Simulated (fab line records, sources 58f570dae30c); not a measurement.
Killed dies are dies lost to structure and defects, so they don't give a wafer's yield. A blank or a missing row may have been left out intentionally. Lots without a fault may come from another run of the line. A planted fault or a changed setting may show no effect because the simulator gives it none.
Comparing a struck lot with a sound one || flow berkeley_cmos170 || 15 out of 331 route steps
Sound: these wafers, L489.1, L489.2, L489.6. Struck: wafer L498.4 (left out: L498.2, L498.6 of the same lot, which were not struck); the cause appears at the end.
At each step with rows: each side's tool, then ch and its chambers, then its first start. Under that, the readings that differ: sound wafers || struck wafers || difference of the means || sigmas: that difference in standard deviations of wafers without a fault.
alike: readings whose means differ by less than 2 such deviations, and words and numbers that are the same on both sides. not compared: withheld readings, readings that some wafer has no value for, bounds like >300 that may hide the same value, and numbers for which the record gives no deviation and whose values overlap.
Wherever a step has rows on one side only, a row that says differs or no value, or a row with sigmas, the two part there. When numbers do not overlap yet have no deviation, they are printed without sigmas and do not part them. A reading that every wafer of one side lacks parts them only if that side has two wafers or more.

first, 2 steps without rows for these wafers: UCB170_M3_COAT_05 (resist thk 900 nm); UCB170_M3_SOFTBAKE_06 (time 60 s).
UCB170_M3_STRIP_07: strips in O2.
  sound on plasma_asher-03 ch 0,1, day 9 09:16; struck on plasma_asher-03 ch 0, day 10 20:31
  alike: drypump_motor_current_A, oes_product_au, strip_time_to_endpoint_s
  not compared: rf_hours_counter_h
then, 7 steps without rows for these wafers: UCB170_M3_STRIP_08 (strips KrF in DMSO, time 600 s); UCB170_M3_COAT_09; UCB170_M3_COAT_10 (resist thk 900 nm); UCB170_M3_SOFTBAKE_11 (time 60 s); UCB170_M3_EXPOSE_12 (exposes mask METAL3, target cd 700 nm); UCB170_M3_PEB_13; UCB170_M3_DEVELOP_14 (develop time 45 s).
UCB170_M3_CD_MEAS_15 targets a cd of 700 nm.
  sound on cd_sem-01 at day 9 10:37; struck on cd_sem-01 at day 10 22:25
  alike: cd_nm
UCB170_M3_OVL_MEAS_16:
  sound on overlay-02 at day 9 10:44; struck on overlay-02 at day 10 22:31
  alike: M3_OVL
UCB170_M3_ETCH_17: etches BARC in N2/H2.
  sound on rie_diel-04 ch 0,2, day 9 10:46; struck on rie_diel-03 ch 3, day 10 22:33
{"reading": "oes_product_au (a.u.)", "sound": "1.032 0.993 0.998", "struck": 0.845, "difference": -0.163, "sigmas": -9}
  alike: drypump_motor_current_A, h2_flow_sccm, throttle_valve_pct
UCB170_M3_METAL_ETCH_18: etches Al in Cl2/BCl3, stops on SiO2, target depth 1170 nm, time 195 s.
  sound on rie_metal-01 ch 0,1, day 9 10:49; struck on rie_metal-04 ch 1, day 10 22:36
  alike: drypump_motor_current_A, oes_product_au, throttle_valve_pct
  not compared: rf_hours_counter_h
UCB170_M3_PROBE_99:
  rows exist in the record for the struck wafers here (prober-02, day 10 23:16), but not for the sound ones

WHERE THEY PART
Last at UCB170_M3_PROBE_99 as far as this record goes, first at UCB170_M3_ETCH_17.

WHY: what had been put in by the simulator
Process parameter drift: rie_diel-03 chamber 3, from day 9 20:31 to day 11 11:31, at UCB170_M3_ETCH_17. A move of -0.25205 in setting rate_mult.
